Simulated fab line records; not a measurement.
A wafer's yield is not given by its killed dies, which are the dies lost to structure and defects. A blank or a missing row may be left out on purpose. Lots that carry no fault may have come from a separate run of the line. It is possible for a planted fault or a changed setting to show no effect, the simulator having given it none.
fab line records	flow berkeley_cmos170
[record] lots = 14	wafers = 40	last_day = 13
route steps=331 shown SPACER@171 BACKSIDE@202 V1@267 V2@294
lots with no fault: from the same line, run without faults
start_h: hours from the record's opening day to when the first of the lot's shown wafers began	wait_h: hours since the lot's step before	" as in the row above	L1.1+2: a row that stands for several wafers	- no value present, or no start provided	* or withheld: withheld	< > ~ a bound
route shown NAME@n: names a module that has steps shown in the file, with the first one's number in the route	usual: mean/standard deviation taken from wafers without a fault	same: alike in all rows	chamber/n: place in a boat	sites: per-site readings	_std_site: their standard deviation	_edge_site: inner sites' mean taken away from outer sites' mean	radius_mm: for every site, how far away it sits from the centre of the wafer	mask NAME#n: copy n	behind: the tool/chamber that last shaped the wafer	hold: why the lot was held/for how many hours/how that ended	device: transistor that didn't switch, given as n, p or np	end of line: tests of these same wafers at the route's end	a step given without rows: its recipe and nothing more	killed: the dies lost at the first sort to structure and to defects; this is not the yield of the wafer	map: a wafer's dies, marking killed ones x, the rest . and places with no die _
set.NAME: the run value of the setting; set.NAME@STEP: its run value at that earlier step	model.NAME: the simulator's own value behind a step, which no gauge read
route steps across a sampled set of lots; one table per step, one row per wafer
services: the hour from which a tool's chamber was out of use, counted from the record's first day as start_h (under 0 if before that day), plus the number of hours and why
[[steps]]
[step UCB170_SPACER_CVD_00]
[recipe] material = SiO2	target_thk_nm = 376	temp_c = 390	precursor = TEOS/O2	time_s = 47	rf_w = 550	pressure_mtorr = 9000
[usual] heater_power_w = 281/52	rf_fwd_power_W = 544.7/1.7
lot.wafer	tool	chamber	start_h	wait_h	heater_power_w	rf_fwd_power_W
L675.2	pecvd-01	2	149.58	0.0	278	544.2
L675.4	"	0	"	"	283	542.3
L675.6	"	1	"	"	274	542.0
L673.3	pecvd-02	0	149.93	0.0	168	546.7
L673.5	"	2	"	"	258	545.4
L673.6	"	1	"	"	224	547.8
L676.1	pecvd-01	0	154.78	0.0	282	544.4
L676.4	"	0	"	"	305	545.3
L676.6	"	2	"	"	216	544.4
L674.1	pecvd-01	0	155.39	0.0	307	543.1
L674.3	"	2	"	"	300	543.3
L674.6	"	1	"	"	225	544.1
L681.2	pecvd-02	1	189.76	0.0	282	545.5
L681.3	"	1	"	"	299	548.2
L681.4	"	2	"	"	366	543.9
L682.1	pecvd-04	0	189.99	0.0	391	543.6
L682.3	"	2	"	"	284	544.6
L682.4	"	2	"	"	310	544.8
L685.1	pecvd-02	0	211.57	0.0	115	767.5
L687.1	pecvd-02	2	225.77	0.0	344	543.2
L687.3	"	0	"	"	120	765.7
L687.6	"	2	"	"	371	542.8
L688.1	pecvd-04	2	225.77	0.0	375	542.3
L688.3	"	0	"	"	412	541.4
L688.6	"	2	"	"	378	545.1
L689.4	pecvd-01	1	225.79	0.0	204	545.1
L689.5	"	2	"	"	305	544.7
L689.6	"	0	"	"	311	544.5
L690.1	pecvd-01	1	233.99	0.0	276	543.8
L690.4	"	2	"	"	279	544.2
L690.5	"	0	"	"	307	545.1
L691.1	pecvd-04	0	234.15	0.0	384	543.7
L691.2	"	1	"	"	240	546.5
L691.3	"	2	"	"	339	546.0
L693.1	pecvd-01	2	242.64	0.0	269	544.8
L693.2	"	1	"	"	225	545.5
L693.3	"	0	"	"	263	544.0
L696.2	pecvd-01	0	269.81	0.0	283	544.5
L696.4	"	1	"	"	262	545.4
L696.5	"	2	"	"	236	543.0
[step UCB170_SPACER_THK_MEAS_01]
[recipe] reads = SiO2_of_SPACER_CVD_00
[usual] SPACER_TEOS_THK = 376/4.4
lot.wafer	tool	chamber	start_h	wait_h	SPACER_TEOS_THK[nm]
L675.2	film_metro-04	-	149.63	0.0	371
L675.4	"	-	"	"	383
L675.6	"	-	"	"	375
L673.3	film_metro-02	-	150.00	0.0	382
L673.5	"	-	"	"	384
L673.6	"	-	"	"	386
L676.1	film_metro-02	-	154.82	0.0	371
L676.4	"	-	"	"	379
L676.6	"	-	"	"	377
L674.1	film_metro-01	-	155.44	0.0	369
L674.3	"	-	"	"	371
L674.6	"	-	"	"	373
L681.2	film_metro-01	-	189.89	0.1	372
L681.3	"	-	"	"	379
L681.4	"	-	"	"	377
L682.1	film_metro-04	-	190.04	0.0	375
L682.3	"	-	"	"	370
L682.4	"	-	"	"	379
L685.1	film_metro-02	-	211.61	0.0	419
L687.1	film_metro-04	-	225.81	0.0	374
L687.3	"	-	"	"	416
L687.6	"	-	"	"	380
L688.1	film_metro-02	-	225.81	0.0	373
L688.3	"	-	"	"	371
L688.6	"	-	"	"	380
L689.4	film_metro-01	-	225.84	0.0	377
L689.5	"	-	"	"	375
L689.6	"	-	"	"	381
L690.1	film_metro-04	-	234.04	0.0	370
L690.4	"	-	"	"	374
L690.5	"	-	"	"	379
L691.1	film_metro-01	-	234.20	0.0	376
L691.2	"	-	"	"	377
L691.3	"	-	"	"	378
L693.1	film_metro-04	-	242.68	0.0	370
L693.2	"	-	"	"	371
L693.3	"	-	"	"	375
L696.2	film_metro-01	-	269.86	0.0	378
L696.4	"	-	"	"	379
L696.5	"	-	"	"	382
[step UCB170_SPACER_ETCHBACK_03]
[recipe] stop_on = Si	target = SiO2	chemistry = CHF3/CF4/Ar	CHF3_flow_sccm = 50	cf4_flow_sccm = 10	Ar_flow_sccm = 120	pressure_mtorr = 200	rf_w = 500	target_depth_a = 3760	time_s = 100
[usual] drypump_motor_current_A = 5.7/0.46	oes_product_au = 0.897/0.017	throttle_valve_pct = 6.53/0.14
lot.wafer	tool	chamber	start_h	wait_h	drypump_motor_current_A	oes_product_au	rf_hours_counter_h	throttle_valve_pct
L673.3	rie_diel-04	0	156.54	0.0	5.8	0.894	61	6.41
L673.5	"	3	"	"	5.6	0.915	-	6.55
L673.6	"	0	"	"	5.8	0.898	-	6.42
L675.2	rie_diel-03	0	156.54	0.0	5.7	0.871	144	6.46
L675.4	"	2	"	"	5.5	0.927	10	6.27
L675.6	"	3	"	"	6.6	0.921	-	6.65
L676.1	rie_diel-04	3	156.61	0.1	5.6	0.902	114	6.55
L676.4	"	1	"	"	6.2	0.911	151	6.56
L676.6	"	3	"	"	5.6	0.912	-	6.57
L674.1	rie_diel-04	1	161.22	0.0	6.2	0.885	151	6.54
L674.3	"	0	"	"	5.8	0.875	62	6.40
L674.6	"	0	"	"	5.8	0.881	-	6.41
L681.2	rie_diel-03	3	196.06	0.0	6.6	0.912	42	6.66
L681.3	"	1	"	"	6.4	0.889	11	6.66
L681.4	"	3	"	"	6.6	0.918	-	6.66
L682.1	rie_diel-04	0	196.06	0.0	5.7	0.874	64	6.40
L682.3	"	3	"	"	5.6	0.889	116	6.57
L682.4	"	1	"	"	6.2	0.883	0	6.56
L685.1	rie_diel-04	0	216.70	0.0	5.7	0.947	65	6.41
L687.1	rie_diel-03	2	232.56	0.0	5.5	0.910	13	6.27
L687.3	"	0	"	"	5.7	0.965	1	6.45
L687.6	"	1	"	"	6.5	0.894	-	6.64
L688.1	rie_diel-04	0	232.56	0.0	5.7	0.870	66	6.41
L688.3	"	3	"	"	5.6	0.896	118	6.57
L688.6	"	3	"	"	5.6	0.918	-	6.57
L689.4	rie_diel-01	1	232.56	0.0	5.1	0.907	56	6.41
L689.5	"	2	"	"	5.9	0.878	-	6.62
L689.6	"	3	"	"	5.8	0.880	-	6.71
L690.1	rie_diel-04	1	241.58	0.0	6.2	0.878	2	6.56
L690.4	"	0	"	"	5.8	0.882	-	6.41
L690.5	"	1	"	"	6.2	0.884	-	6.56
L691.1	rie_diel-03	2	241.58	0.0	5.5	0.912	13	6.27
L691.2	"	1	"	"	6.4	0.880	13	6.68
L691.3	"	0	"	"	5.7	0.906	1	6.45
L693.1	rie_diel-03	0	247.82	0.0	5.7	0.888	1	6.43
L693.2	"	3	"	"	6.6	0.915	44	6.67
L693.3	"	2	"	"	5.5	0.916	14	6.27
L696.2	rie_diel-01	3	276.09	0.0	5.8	0.885	17	6.72
L696.4	"	1	"	"	5.1	0.910	59	6.41
L696.5	"	3	"	"	5.8	0.890	-	6.72
[step UCB170_BACKSIDE_STRIP_03]
[recipe] chemistry = O2	power_w = 400	pressure_mtorr = 3500	platen_temp_c = withheld	o2_flow_sccm = 400	overash_fraction = 0.5
[usual] drypump_motor_current_A = 5.7/0.41	oes_product_au = 0.734/0.0046	strip_time_to_endpoint_s = 22.00/0.063
lot.wafer	tool	chamber	start_h	wait_h	drypump_motor_current_A	oes_product_au	rf_hours_counter_h	strip_time_to_endpoint_s
L673.3	plasma_asher-03	1	161.15	0.1	6.3	0.731	-	22.09
L673.5	"	1	"	"	6.3	0.733	-	22.12
L673.6	"	0	"	"	5.9	0.730	-	22.14
L675.2	plasma_asher-03	0	161.58	0.1	5.9	0.728	6	21.97
L675.4	"	1	"	"	6.3	0.739	-	21.99
L675.6	"	0	"	"	5.9	0.737	-	22.03
L676.1	plasma_asher-01	1	162.68	0.1	5.2	0.736	50	21.91
L676.4	"	1	"	"	5.2	0.733	-	21.93
L676.6	"	0	"	"	5.8	0.739	-	21.94
L674.1	plasma_asher-01	1	166.28	0.1	5.2	0.730	51	21.95
L674.3	"	1	"	"	5.2	0.730	-	21.91
L674.6	"	0	"	"	5.8	0.738	-	21.92
L681.2	plasma_asher-04	0	199.99	0.1	5.2	0.732	48	21.99
L681.3	"	1	"	"	6.0	0.733	-	21.95
L681.4	"	0	"	"	5.2	0.736	-	22.00
L682.1	plasma_asher-03	0	200.17	0.1	5.9	0.731	11	21.93
L682.3	"	1	"	"	6.3	0.731	-	21.90
L682.4	"	0	"	"	5.9	0.731	-	21.91
L685.1	plasma_asher-01	0	222.94	0.1	5.8	0.736	57	22.04
L689.4	plasma_asher-03	1	236.34	0.1	6.3	0.726	-	21.91
L689.5	"	0	"	"	5.9	0.727	-	21.94
L689.6	"	1	"	"	6.3	0.726	-	21.97
L688.1	plasma_asher-01	0	236.56	0.1	5.8	0.739	58	22.08
L688.3	"	1	"	"	5.2	0.740	-	22.00
L688.6	"	0	"	"	5.8	0.736	-	22.00
L687.1	plasma_asher-04	1	236.80	0.1	6.0	0.739	52	21.92
L687.3	"	0	"	"	5.2	0.737	-	21.95
L687.6	"	0	"	"	5.2	0.741	-	21.94
L690.1	plasma_asher-03	0	246.34	0.1	5.9	0.744	16	22.07
L690.4	"	1	"	"	6.3	0.731	-	22.12
L690.5	"	0	"	"	5.9	0.728	-	22.04
L691.1	plasma_asher-04	0	246.70	0.1	5.2	0.733	53	22.07
L691.2	"	1	"	"	6.0	0.734	53	22.06
L691.3	"	1	"	"	6.0	0.738	-	22.03
L693.1	plasma_asher-04	0	253.42	0.1	5.2	0.735	54	21.97
L693.2	"	1	"	"	6.0	0.737	54	22.07
L693.3	"	1	"	"	6.0	0.736	-	22.01
L696.2	plasma_asher-04	0	280.35	0.1	5.2	0.733	57	22.05
L696.4	"	1	"	"	6.0	0.733	-	22.03
L696.5	"	1	"	"	6.0	0.737	-	21.99
[step UCB170_V1_OVL_MEAS_13]
[usual] V1_OVL = 5/6.4
lot.wafer	tool	chamber	start_h	wait_h	V1_OVL[nm]
L673.3	overlay-02	-	172.35	0.1	-10
L673.5	"	-	"	"	-4
L673.6	"	-	"	"	-2
L675.2	overlay-02	-	174.45	0.1	1
L675.4	"	-	"	"	4
L675.6	"	-	"	"	3
L676.1	overlay-01	-	175.72	0.1	6
L676.4	"	-	"	"	-2
L676.6	"	-	"	"	2
L674.1	overlay-01	-	177.88	0.1	9
L674.3	"	-	"	"	14
L674.6	"	-	"	"	0
L681.2	overlay-02	-	210.82	0.1	-1
L681.3	"	-	"	"	5
L681.4	"	-	"	"	6
L682.1	overlay-02	-	214.38	0.1	-10
L682.3	"	-	"	"	-9
L682.4	"	-	"	"	1
L685.1	overlay-02	-	237.02	0.1	7
L689.4	overlay-02	-	248.25	0.1	6
L689.5	"	-	"	"	5
L689.6	"	-	"	"	0
L688.1	overlay-01	-	249.82	0.1	1
L688.3	"	-	"	"	-3
L688.6	"	-	"	"	8
L687.1	overlay-01	-	252.22	0.1	4
L687.3	"	-	"	"	7
L687.6	"	-	"	"	-5
L690.1	overlay-01	-	257.71	0.1	1
L690.4	"	-	"	"	14
L690.5	"	-	"	"	4
L691.1	overlay-01	-	258.75	0.1	-2
L691.2	"	-	"	"	18
L691.3	"	-	"	"	7
L693.1	overlay-02	-	266.84	0.1	8
L693.2	"	-	"	"	-3
L693.3	"	-	"	"	9
L696.2	overlay-01	-	292.55	0.1	2
L696.4	"	-	"	"	-6
L696.5	"	-	"	"	9
[step UCB170_V2_CMP_02]
[recipe] material = SiO2	down_force_psi = 6	platen_rpm = 60	pad_velocity_m_s = 0.75398
[usual] motor_current_A = 16.5/1.7
lot.wafer	tool	chamber	start_h	wait_h	motor_current_A
L673.3	cmp-01	3	176.28	0.1	17.5
L673.6	"	2	"	"	15.5
L673.5	"	3	"	"	18.3
L675.2	cmp-02	0	178.91	0.1	15.6
L675.4	"	2	"	"	18.7
L675.6	"	0	"	"	15.8
L676.4	cmp-01	1	179.86	0.1	15.8
L676.1	"	2	"	"	14.8
L676.6	"	0	"	"	13.6
L674.3	cmp-01	1	183.50	0.1	15.9
L674.1	"	2	"	"	15.3
L674.6	"	0	"	"	14.0
L681.2	cmp-02	2	215.34	0.1	17.6
L681.3	"	3	"	"	17.5
L681.4	"	0	"	"	16.1
L682.3	cmp-01	3	217.53	0.0	18.2
L682.4	"	1	"	"	15.7
L682.1	"	2	"	"	15.3
L685.1	cmp-01	3	240.72	0.2	18.4
L689.4	cmp-02	2	251.45	0.0	17.6
L689.6	"	2	"	"	18.4
L689.5	"	3	"	"	17.9
L688.3	cmp-01	0	253.20	0.1	14.7
L688.1	"	2	"	"	15.4
L688.6	"	3	"	"	17.8
L687.3	cmp-01	0	256.13	0.1	13.7
L687.1	"	1	"	"	15.5
L687.6	"	2	"	"	16.0
L690.1	cmp-01	1	261.33	0.1	15.7
L690.4	"	0	"	"	14.3
L690.5	"	1	"	"	15.5
L691.2	cmp-02	3	262.76	0.0	18.2
L691.3	"	1	"	"	17.1
L691.1	"	2	"	"	17.5
L693.2	cmp-02	3	271.01	0.0	18.6
L693.1	"	1	"	"	16.6
L693.3	"	2	"	"	18.6
L696.4	cmp-02	3	295.91	0.0	17.5
L696.2	"	1	"	"	16.4
L696.5	"	3	"	"	17.7
[[services]]
tool	chamber	start_h	hours	kind
pecvd-04	-	135.50	14.0	pm
cmp-02	-	136.48	0.5	repair
cmp-02	-	138.19	1.8	repair
rie_diel-04	3	143.84	4.8	repair
cmp-01	-	146.28	1.7	repair
pecvd-02	-	153.66	5.5	pm
cmp-02	-	168.11	6.8	pm
pecvd-02	0	171.37	18.4	repair
plasma_asher-04	-	172.02	0.8	repair
cmp-02	-	179.90	3.9	repair
cmp-02	-	183.54	0.9	repair
rie_diel-01	3	188.00	1.7	repair
pecvd-04	-	194.63	0.9	repair
cmp-02	-	232.00	4.0	pm
pecvd-02	2	242.72	16.8	repair
cmp-01	-	245.73	6.0	pm
rie_diel-03	1	253.49	6.5	repair
cmp-02	-	257.44	0.5	repair
plasma_asher-03	-	265.49	5.8	repair
rie_diel-04	2	269.22	2.6	repair
plasma_asher-01	-	274.83	2.8	repair
rie_diel-03	0	276.37	4.4	repair
rie_diel-04	2	276.75	3.3	repair
plasma_asher-01	-	279.22	0.4	repair
[[key]]
[first_sign] step = UCB170_SPACER_CVD_00	reading = rf_fwd_power_W	direction = up	sigmas = 99+	usual = 544.7	struck = 766.6
[effect] step = UCB170_SPACER_THK_MEAS_01	reading = SPACER_TEOS_THK	direction = up	sigmas = 9.4	usual = 376	struck = 417
[effect] step = UCB170_SPACER_ETCHBACK_03	reading = oes_product_au	direction = up	sigmas = 3.5	usual = 0.897	struck = 0.956
met_at UCB170_SPACER_CVD_00
struck_lots L685,L687
struck_wafers L685.1,L687.3
sort_left_out L685.1,L687.3
tester_left_out L685,L687
not_acting_at UCB170_BACKSIDE_STRIP_03,UCB170_V1_OVL_MEAS_13,UCB170_V2_CMP_02
onset_between 149.93 211.57
[earlier_fault] kind = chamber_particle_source	tool = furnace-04	chamber = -	onset_h = 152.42	steps = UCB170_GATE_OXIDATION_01	rate_per_visit_cm2 = 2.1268	end_h = 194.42
[fault] kind = process_parameter_drift	tool = pecvd-02	chamber = 0	onset_h = 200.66	steps = UCB170_SPACER_CVD_00	channel = rf_w	offset = 220	shape = step	end_h = 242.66	acts_in = these_recipes_only	stated = 550
// tester_left_out: of these lots the tester's yield and bins aren't shown, on N5 and GAA mostly nor the transistor test; their killed dies are dies lost to structure and defects alone, not to doping, threshold or leakage, so they don't give the yield
// sort_left_out: the simulated sort isn't trusted on such a fault, so these wafers' sort isn't shown, and their yield isn't known
